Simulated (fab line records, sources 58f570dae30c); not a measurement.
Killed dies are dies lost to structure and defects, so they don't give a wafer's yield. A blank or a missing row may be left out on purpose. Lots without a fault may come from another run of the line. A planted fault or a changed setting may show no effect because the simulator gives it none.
A struck lot beside a sound one | flow berkeley_cmos170 | 20 steps out of a route of 331
Sound: wafers L988.3, L988.4, L988.5. Struck: wafers L107.1, L107.3, L107.5. The cause comes at the end.
At each step with rows: each side's tool, then ch and its chambers, then its first start. Under that, the readings that differ: sound wafers | struck wafers | difference of the means | sigmas: that difference in standard deviations of wafers without a fault.
alike: readings whose means differ by less than 2 such deviations, and words and numbers that are the same on both sides. not compared: withheld readings, readings that some wafer has no value for, bounds like >300 that may hide the same value, and numbers for which the record gives no deviation and whose values overlap.
The two part at a step that has a row with sigmas, a row that says differs or no value, or rows on one side only. Numbers that don't overlap but have no deviation are shown without sigmas and don't part them. A reading that every wafer of one side lacks parts them only if that side has two wafers or more.

first, 1 step without rows for these wafers: UCB170_CONTACT_CVD_01 (deposits PSG from SiH4/O2/PH3, target thk 700 nm, time 2820 s).
UCB170_CONTACT_THK_MEAS_02:
  sound on film_metro-01, day 7 20:34; struck on film_metro-04, day 11 08:55
  alike: CONTACT_PSG_THK
then, 3 steps without rows for these wafers: UCB170_CONTACT_HMDS_03 (prime time 60 s); UCB170_CONTACT_COAT_04 (resist thk 900 nm); UCB170_CONTACT_SOFTBAKE_05 (time 60 s).
UCB170_CONTACT_STRIP_06: strips in O2.
  sound on plasma_asher-03 ch 0,1, day 7 21:05; struck on plasma_asher-03 ch 0,1, day 11 09:26
  alike: drypump_motor_current_A, oes_product_au, strip_time_to_endpoint_s
  not compared: rf_hours_counter_h
then, 1 step without rows for these wafers: UCB170_CONTACT_CLEAN_07 (cleans in SPM, time 600 s).
UCB170_CONTACT_RTA_08: time 10 s.
  sound on rtp_anneal-02 ch 0, day 7 21:22; struck on rtp_anneal-02 ch 0, day 11 09:42
  alike: lamp_power_pct, wafer_temp_C_max
then, 4 steps without rows for these wafers: UCB170_CONTACT_COAT_09; UCB170_CONTACT_COAT_10 (resist thk 900 nm); UCB170_CONTACT_SOFTBAKE_11 (time 60 s); UCB170_CONTACT_EXPOSE_12 (exposes mask CONT, target cd 700 nm).
UCB170_CONTACT_PEB_13:
  sound on litho_track-02 ch 0, day 7 23:10; struck on litho_track-02 ch 0, day 11 10:20
  reading                  | sound                | struck               | difference | sigmas
  heater_power_total_W (W) | 56.77 56.81 56.86    | 55.81 55.80 55.79    | -1.01      | -22
  plate_temp_C (C)         | 129.94 130.21 130.03 | 128.15 128.07 128.13 | -1.94      | -15
then, 1 step without rows for these wafers: UCB170_CONTACT_DEVELOP_14 (develop time 45 s).
UCB170_CONTACT_CD_MEAS_15: target cd 700 nm.
  sound on cd_sem-01, day 7 23:26; struck on cd_sem-02, day 11 10:54
  reading    | sound             | struck            | difference | sigmas
  cd_nm (nm) | 700.7 700.4 699.9 | 686.9 687.1 687.4 | -13.2      | -10
  not compared: hold
UCB170_CONTACT_OVL_MEAS_16:
  sound on overlay-02, day 7 23:32; struck on overlay-01, day 11 13:51
  reading | sound | struck                                                                     | difference                   | sigmas
  hold    | - - - | await_dispo/2.8h/release await_dispo/2.8h/release await_dispo/2.8h/release | no value on the sound wafers |
  alike: CONTACT_OVL
UCB170_CONTACT_ETCH_17: etches BARC in N2/H2.
  sound on rie_diel-03 ch 0,2, day 7 23:33; struck on rie_diel-02 ch 1,2,3, day 11 13:53
  reading                  | sound           | struck            | difference | sigmas
  model.CONTACT.cd_nm (nm) | 700 700.1 699.9 | 686.7 686.8 686.9 | -13.2      |
  alike: drypump_motor_current_A, oes_product_au, throttle_valve_pct
UCB170_CONTACT_ETCH_18: etches PSG in CHF3/CF4/Ar, stops on TiSi2, target depth 840 nm, time 195 s.
  sound on rie_diel-03 ch 0,2; struck on rie_diel-02 ch 1,2,3
  reading                  | sound             | struck            | difference | sigmas
  model.CONTACT.cd_nm (nm) | 699.5 699.9 699.6 | 686.7 686.8 686.5 | -13.0      |
  alike: drypump_motor_current_A, oes_product_au, throttle_valve_pct
  not compared: rf_hours_counter_h
UCB170_CONTACT_STRIP_19: strips in O2.
  sound on plasma_asher-03 ch 0,1, day 7 23:46; struck on plasma_asher-03 ch 0,1, day 11 14:12
  alike: drypump_motor_current_A, oes_product_au
  not compared: rf_hours_counter_h
UCB170_M3_PROBE_99:
  the record has rows for the struck wafers here (prober-02, day 12 09:38) and none for the sound ones

WHERE THEY PART
First at UCB170_CONTACT_PEB_13; last, within this record, at UCB170_M3_PROBE_99.

WHY: what the simulator had put in
Process parameter drift: litho_track-02, from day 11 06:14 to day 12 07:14, at UCB170_CONTACT_PEB_13. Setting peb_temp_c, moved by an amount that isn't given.
